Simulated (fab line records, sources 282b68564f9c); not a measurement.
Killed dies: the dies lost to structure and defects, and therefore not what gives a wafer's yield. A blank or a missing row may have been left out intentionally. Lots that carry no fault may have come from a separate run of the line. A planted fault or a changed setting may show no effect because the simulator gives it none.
A lot that was struck, set against a sound lot -- flow rit_cmos -- 43 out of 202 route steps
Sound: these wafers, L685.1, L685.3, L685.6. The struck wafers were L689.1, L689.2, L689.6. The cause comes at the end.
For every step that has rows: the tool of each side, followed by ch and its chambers, followed by its first start. Under that, the readings that differ: sound wafers -- struck wafers -- difference of the means -- sigmas: that difference in standard deviations of wafers without a fault.
alike: words and numbers the same on both sides, and readings whose means are apart by under 2 such deviations; not compared: readings that were withheld, readings missing a value for some wafer, numbers with overlapping values and no deviation given by the record, and bounds like >300 which may hide the same value.
Wherever a step has rows on one side only, a row that says differs or no value, or a row with sigmas, the two part there. When numbers do not overlap yet have no deviation, they are printed without sigmas and do not part them. A reading that every wafer of one side lacks parts them only if that side has two wafers or more.

first, 2 steps without rows for these wafers: RIT_NLDD_HARDBAKE_07 (time 60 s); RIT_NLDD_IMPLANT_08.
RIT_NLDD_STRIP_09: strips in O2, time 180 s.
  sound on plasma_asher-02 ch 0,1, day 3 06:24; struck on plasma_asher-03 ch 0,1, day 4 04:20
reading,sound,struck,difference,sigmas
drypump_motor_current_A (A),6.23 6.25 5.98,5.73 5.67 5.67,-0.46,-2
  not compared: rf_hours_counter_h
RIT_NLDD_TW_MEAS_10:
  struck on film_metro-03, day 4 04:31; sound on film_metro-04, day 3 06:34
  alike: NLDD_TW
then, 6 steps without rows for these wafers: RIT_PLDD_HMDS_00 (prime time 60 s); RIT_PLDD_COAT_01 (resist thk 1000 nm); RIT_PLDD_SOFTBAKE_02 (time 60 s); RIT_PLDD_EXPOSE_03 (exposes mask M8, target cd 40900 nm); RIT_PLDD_PEB_04; RIT_PLDD_DEVELOP_05 (develop time 50 s).
RIT_PLDD_OVL_MEAS_06:
  struck on overlay-02, day 4 05:32; sound on overlay-01, day 3 07:29
  alike: PLDD_OVL
then, 1 step without rows for these wafers: RIT_PLDD_HARDBAKE_07 (time 60 s).
RIT_PLDD_IMPLANT_08:
  sound on implanter-02 ch 0, day 3 07:40; struck on implanter-01 ch 0, day 4 05:44
reading,sound,struck,difference,sigmas
implant_ion_amu,49 49 49,75 75 75,+26,
model.implant.drp_nm (nm),9.752 9.752 9.752,7.212 7.212 7.212,-2.540,
model.implant.rp_nm (nm),16.9 16.9 16.9,16.38 16.38 16.38,-0.52,
RIT_PLDD_STRIP_09: strips in O2, time 180 s.
  sound on plasma_asher-04 ch 1, day 3 07:49; struck on plasma_asher-03 ch 0,1, day 4 05:53
reading,sound,struck,difference,sigmas
drypump_motor_current_A (A),5.16 5.18 5.18,5.68 5.70 5.71,+0.52,+3
  not compared: rf_hours_counter_h
RIT_PLDD_TW_MEAS_10:
  struck on film_metro-03, day 4 06:03; sound on film_metro-04, day 3 08:00
reading,sound,struck,difference,sigmas
PLDD_TW,2315 2307 2318,2949 2946 2955,+637,+68
then, 4 steps without rows for these wafers: RIT_SPACER_CLEAN_00 (cleans in SC1, time 600 s); RIT_SPACER_CLEAN_01 (cleans in dHF, time 30 s); RIT_SPACER_CLEAN_02 (cleans in SC2, time 600 s); RIT_SPACER_CVD_03 (deposits Si3N4 from SiH2Cl2/NH3, target thk 250 nm, time 3300 s).
RIT_SPACER_THK_MEAS_04:
  struck on film_metro-01, day 4 08:25; sound on film_metro-01, day 3 10:22
  alike: SPACER_NITRIDE_THK
RIT_SPACER_ETCHBACK_05: etches Si3N4 in SF6/CHF3, stops on SiO2, target depth 250 nm, time 240 s.
  sound on rie_diel-01 ch 0,2,3, day 3 10:26; struck on rie_diel-03 ch 2,3, day 4 08:28
  alike: CHF3_flow_sccm, drypump_motor_current_A, oes_product_au, throttle_valve_pct
  not compared: rf_hours_counter_h
then, 6 steps without rows for these wafers: RIT_NSD_HMDS_00 (prime time 60 s); RIT_NSD_COAT_01 (resist thk 1000 nm); RIT_NSD_SOFTBAKE_02 (time 60 s); RIT_NSD_EXPOSE_03 (exposes mask M9, target cd 40700 nm); RIT_NSD_PEB_04; RIT_NSD_DEVELOP_05 (develop time 50 s).
RIT_NSD_OVL_MEAS_06:
  struck on overlay-01, day 4 09:28; sound on overlay-01, day 3 11:26
  alike: NSD_OVL
then, 2 steps without rows for these wafers: RIT_NSD_HARDBAKE_07 (time 60 s); RIT_NSD_IMPLANT_08.
RIT_NSD_STRIP_09: strips in O2, time 180 s.
  sound on plasma_asher-04 ch 1, day 3 11:51; struck on plasma_asher-01 ch 0,1, day 4 09:49
  alike: drypump_motor_current_A
  not compared: rf_hours_counter_h
RIT_NSD_TW_MEAS_10:
  struck on film_metro-01, day 4 09:59; sound on film_metro-03, day 3 12:01
  alike: NSD_TW
then, 6 steps without rows for these wafers: RIT_PSD_HMDS_00 (prime time 60 s); RIT_PSD_COAT_01 (resist thk 1000 nm); RIT_PSD_SOFTBAKE_02 (time 60 s); RIT_PSD_EXPOSE_03 (exposes mask M10, target cd 40900 nm); RIT_PSD_PEB_04; RIT_PSD_DEVELOP_05 (develop time 50 s).
RIT_PSD_OVL_MEAS_06:
  struck on overlay-02, day 4 11:01; sound on overlay-01, day 3 13:09
  alike: PSD_OVL
then, 2 steps without rows for these wafers: RIT_PSD_HARDBAKE_07 (time 60 s); RIT_PSD_IMPLANT_08.
RIT_PSD_STRIP_09: strips in O2, time 180 s.
  sound on plasma_asher-04 ch 0,1, day 3 13:29; struck on plasma_asher-02 ch 0,1, day 4 11:31
reading,sound,struck,difference,sigmas
drypump_motor_current_A (A),5.2 5.7 5.2,5.9 6.3 6.0,+0.7,+2
  not compared: rf_hours_counter_h
RIT_SDANNEAL_RS_MEAS_06: a four-point-probe measurement.
  struck on film_metro-03, day 4 12:25; sound on film_metro-03, day 3 14:24
reading,sound,struck,difference,sigmas
PLDD_RS (ohm/sq),177.9 178.1 178.9,68.6 68.6 68.7,-109.7,-99 or more

WHERE THEY PART
Earliest at RIT_NLDD_STRIP_09; latest, in this record, at RIT_SDANNEAL_RS_MEAS_06.

WHY: what the simulator had put in
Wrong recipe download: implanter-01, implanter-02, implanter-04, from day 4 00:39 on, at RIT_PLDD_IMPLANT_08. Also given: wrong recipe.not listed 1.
